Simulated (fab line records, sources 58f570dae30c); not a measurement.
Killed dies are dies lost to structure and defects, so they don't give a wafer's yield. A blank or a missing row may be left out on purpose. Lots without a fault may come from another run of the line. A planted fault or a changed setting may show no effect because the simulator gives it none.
Split-lot experiment | flow berkeley_cmos170 | 5 lots, 23 wafers read, on a route of 331 steps

THE SPLIT
At UCB170_PLDD_EXPOSE_03 (exposes mask PSELECT, target cd 1200 nm), the setting dose_mj was moved away from the recipe's 30 on 8 of the 23 wafers read, by -6.9% to +2.8%. The other wafers ran this setting at the recipe's value.

FROM THE SPLIT TO THE READING: what the file shows between them, 2 steps
- UCB170_PLDD_PEB_04
- UCB170_PLDD_DEVELOP_05: develop time 45 s

THE READING
cd_nm, in nm, at UCB170_PLDD_CD_MEAS_06 (target cd 1200 nm). Fault-free wafers of this fab line usually give 1200.5 nm, standard deviation 1.5 nm.

wafer  | tool, chamber at the split | dose_mj as run | against the recipe | cd_nm, nm | against lot-mates on the recipe
L077.1 | krf_scanner-02, 0          | 30.76          | +2.5%              | 1204.1    | +4.1
L077.2 | krf_scanner-02, 0          | 30             | recipe             | 1200.6    | -
L077.4 | krf_scanner-02, 0          | 30.76          | +2.5%              | 1205.1    | +5.1
L077.5 | krf_scanner-02, 0          | 30             | recipe             | 1199.6    | -
L077.6 | krf_scanner-02, 0          | 30             | recipe             | 1199.8    | -
L079.1 | krf_scanner-01, 0          | 30             | recipe             | 1199.9    | -
L079.3 | krf_scanner-01, 0          | 30             | recipe             | 1198.2    | -
L079.4 | krf_scanner-01, 0          | 28.12          | -6.3%              | 1189.0    | -10.5
L079.5 | krf_scanner-01, 0          | 28.12          | -6.3%              | 1189.7    | -9.8
L079.6 | krf_scanner-01, 0          | 30             | recipe             | 1200.4    | -
L078.1 | krf_scanner-01, 0          | 30.84          | +2.8%              | 1204.3    | +4.2
L078.2 | krf_scanner-01, 0          | 30             | recipe             | 1200.7    | -
L078.4 | krf_scanner-01, 0          | 30             | recipe             | 1200.3    | -
L078.5 | krf_scanner-01, 0          | 30.84          | +2.8%              | 1204.8    | +4.7
L078.6 | krf_scanner-01, 0          | 30             | recipe             | 1199.4    | -
L081.1 | krf_scanner-01, 0          | 30             | recipe             | 1200.7    | -
L081.2 | krf_scanner-01, 0          | 27.93          | -6.9%              | 1187.3    | -12.6
L081.3 | krf_scanner-01, 0          | 27.93          | -6.9%              | 1188.1    | -11.8
L081.4 | krf_scanner-01, 0          | 30             | recipe             | 1199.8    | -
L081.5 | krf_scanner-01, 0          | 30             | recipe             | 1199.3    | -
L085.3 | krf_scanner-02, 0          | 30             | recipe             | 1197.8    | -
L085.5 | krf_scanner-02, 0          | 30             | recipe             | 1198.4    | -
L085.6 | krf_scanner-02, 0          | 30             | recipe             | 1199.4    | -

THE FIT
A straight line over all 23 wafers: cd_nm changes by +1.72 nm for each +1% of dose_mj; r = +0.99; the points scatter about the line by 0.81 nm.
The same after taking each lot's own level away (the mean of its wafers on the recipe; 23 wafers): +1.7 nm for each +1%; r = +0.99; scatter 0.66 nm.
On that fit, the largest move of dose_mj shifts the reading by 12 nm.
The lots' own levels span 1198.53 to 1200.13 nm, that is 1.1 times the standard deviation above.
So the lot-to-lot level changes the slope little: the two slopes agree.
Check: with one of the wafers moved furthest among these (-6.9%) left out of the fit, the line predicts -11.4 nm for it against its lot-mates. It came out at -12.6 nm against them.

OTHER SPLITS ON THESE WAFERS
These wafers also went through other splits before the reading. Each is held against what the fit with the lots' levels taken away leaves over:
other split on the same wafers      | wafers away from the commonest value | r with cd_nm (lot level and that fit taken away)
UCB170_NWELL_IMPLANT_14 energy_kev  | 7                                    | +0.18
UCB170_ACTIVE_OXIDATION_02 temp_c   | 18                                   | -0.24
UCB170_ACTIVE_EXPOSE_10 dose_mj     | 11                                   | +0.33
UCB170_FIELD_OXIDATION_01 ox_time_s | 18                                   | +0.04
UCB170_SACOX_OXIDATION_01 ox_time_s | 15                                   | -0.03

THE FILE'S OWN FIT
cd_nm changes by +1.7 nm for each +1% of dose_mj, r = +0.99.
